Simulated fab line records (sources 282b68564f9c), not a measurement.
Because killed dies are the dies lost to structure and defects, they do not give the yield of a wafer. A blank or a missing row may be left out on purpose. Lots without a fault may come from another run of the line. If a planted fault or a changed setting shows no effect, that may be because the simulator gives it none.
Check for tools in common | flow ritCmos | Sampled: 14 lots, 42 wafers

WHY IT WAS OPENED
RIT_NSD_TW_MEAS_10, reading NSD_TW: flagged on 2 of 14 lots. Wafers without a fault read 3129, standard deviation 32.
Rule: flag the lot when none of its wafers has a number, or when each of its wafers that has one lies beyond 4 standard deviations from that mean. The other lots count as sound.

lot  | measured    | on           | NSD_TW, wafer by wafer | flag
L104 | day 3 04:38 | filmMetro-04 | 3194 3173 3163         | 
L105 | day 3 07:42 | filmMetro-04 | 3181 3173 3171         | 
L106 | day 3 11:40 | filmMetro-04 | 3173 3171 3165         | 
L107 | day 3 18:10 | filmMetro-01 | 3116 3108 3089         | 
L108 | day 3 20:03 | filmMetro-02 | 3164 3150 3175         | 
L109 | day 4 02:44 | filmMetro-01 | 3104 3094 3099         | 
L110 | day 4 08:07 | filmMetro-01 | 3095 3106 3108         | 
L114 | day 5 05:40 | filmMetro-04 | 3150 3138 3142         | 
L116 | day 5 12:56 | filmMetro-01 | 3316 3313 3326         | FLAGGED
L117 | day 5 17:48 | filmMetro-04 | 3400 3399 3376         | FLAGGED
L121 | day 6 13:15 | filmMetro-01 | 3108 3097 3092         | 
L125 | day 7 09:07 | filmMetro-01 | 3093 3085 3074         | 
L126 | day 7 14:28 | filmMetro-02 | 3144 3125 3152         | 
L127 | day 7 18:58 | filmMetro-02 | 3144 3147 3125         | 
Average over the flagged lots: 3355; offset from the usual +226, equal to +7 standard deviations.

EACH LOT AND THE TOOL IT RAN ON
Before the reading, the record contains 2 process steps out of a 202-step route. Each cell gives the tool, then ch followed by the chambers the sampled wafers passed through, then the start.
lot  | flag    | RIT_PWELL_STRIP_09                 | RIT_NSD_IMPLANT_08
L104 |         | plasmaAsher-03 ch 0,1, day 2 04:27 | implanter-01 ch 0, day 3 04:20
L105 |         | plasmaAsher-03 ch 0,1, day 2 05:59 | implanter-04 ch 0, day 3 07:23
L106 |         | plasmaAsher-02 ch 0,1, day 2 09:17 | implanter-03 ch 0, day 3 11:20
L107 |         | plasmaAsher-03 ch 0,1, day 2 16:37 | implanter-03 ch 0, day 3 17:51
L108 |         | plasmaAsher-01 ch 0,1, day 2 19:43 | implanter-01 ch 0, day 3 19:46
L109 |         | plasmaAsher-02 ch 0,1, day 3 00:36 | implanter-04 ch 0, day 4 02:25
L110 |         | plasmaAsher-03 ch 0,1, day 3 06:37 | implanter-01 ch 0, day 4 07:48
L114 |         | plasmaAsher-01 ch 0,1, day 4 03:00 | implanter-04 ch 0, day 5 05:20
L116 | FLAGGED | plasmaAsher-01 ch 1, day 4 11:45   | implanter-01 ch 0, day 5 12:37
L117 | FLAGGED | plasmaAsher-01 ch 0,1, day 4 17:31 | implanter-01 ch 0, day 5 17:23
L121 |         | plasmaAsher-03 ch 0,1, day 5 11:23 | implanter-03 ch 0, day 6 12:55
L125 |         | plasmaAsher-03 ch 0,1, day 6 08:08 | implanter-04 ch 0, day 7 08:47
L126 |         | plasmaAsher-03 ch 0,1, day 6 12:41 | implanter-04 ch 0, day 7 14:10
L127 |         | plasmaAsher-03 ch 0,1, day 6 17:23 | implanter-04 ch 0, day 7 18:38
What is done by these steps:
- RIT_PWELL_STRIP_09: strips in O2, time 180 s.
- RIT_NSD_IMPLANT_08
- RIT_NSD_TW_MEAS_10

FLAGGED OVER TOTAL, TOOL BY TOOL (the gauges that took the reading come last)
step               | tool           | lots run | flagged | share of the flagged lots | sound lots run after its first flagged lot
RIT_PWELL_STRIP_09 | plasmaAsher-01 | 4        | 2       | all                       | 0
RIT_PWELL_STRIP_09 | plasmaAsher-02 | 2        | 0       | none                      | -
RIT_PWELL_STRIP_09 | plasmaAsher-03 | 8        | 0       | none                      | -
RIT_NSD_IMPLANT_08 | implanter-01   | 5        | 2       | all                       | 0
RIT_NSD_IMPLANT_08 | implanter-03   | 3        | 0       | none                      | -
RIT_NSD_IMPLANT_08 | implanter-04   | 6        | 0       | none                      | -
RIT_NSD_TW_MEAS_10 | filmMetro-01   | 6        | 1       | some                      | 2 (L121,L125)
RIT_NSD_TW_MEAS_10 | filmMetro-02   | 3        | 0       | none                      | -
RIT_NSD_TW_MEAS_10 | filmMetro-04   | 5        | 1       | some                      | 0

WHAT THE TABLE PERMITS
In 2 table rows, all flagged lots were run: plasmaAsher-01 (RIT_PWELL_STRIP_09), implanter-01 (RIT_NSD_IMPLANT_08).
- plasmaAsher-01 at RIT_PWELL_STRIP_09 ran 4 lots, 2 of them flagged. Its last sound lot is L114 (day 4 03:00), its first flagged lot L116 (day 4 11:45): a fault that began between those two fits.
- implanter-01 at RIT_NSD_IMPLANT_08 ran 5 lots, 2 of them flagged. Its last sound lot is L110 (day 4 07:48), its first flagged lot L116 (day 5 12:37): a fault that began between those two fits. Its own readings (doseIonsCm2, faradayCurrentUA) fall more than 4 standard deviations out on all wafers of the flagged lots.
These 2 tools cannot be told apart by counting lots, since each of them fits a fault that started at some hour. More lots, or a look at what each step does to the wafer, might.

WHAT THE SIMULATOR HAD PUT IN
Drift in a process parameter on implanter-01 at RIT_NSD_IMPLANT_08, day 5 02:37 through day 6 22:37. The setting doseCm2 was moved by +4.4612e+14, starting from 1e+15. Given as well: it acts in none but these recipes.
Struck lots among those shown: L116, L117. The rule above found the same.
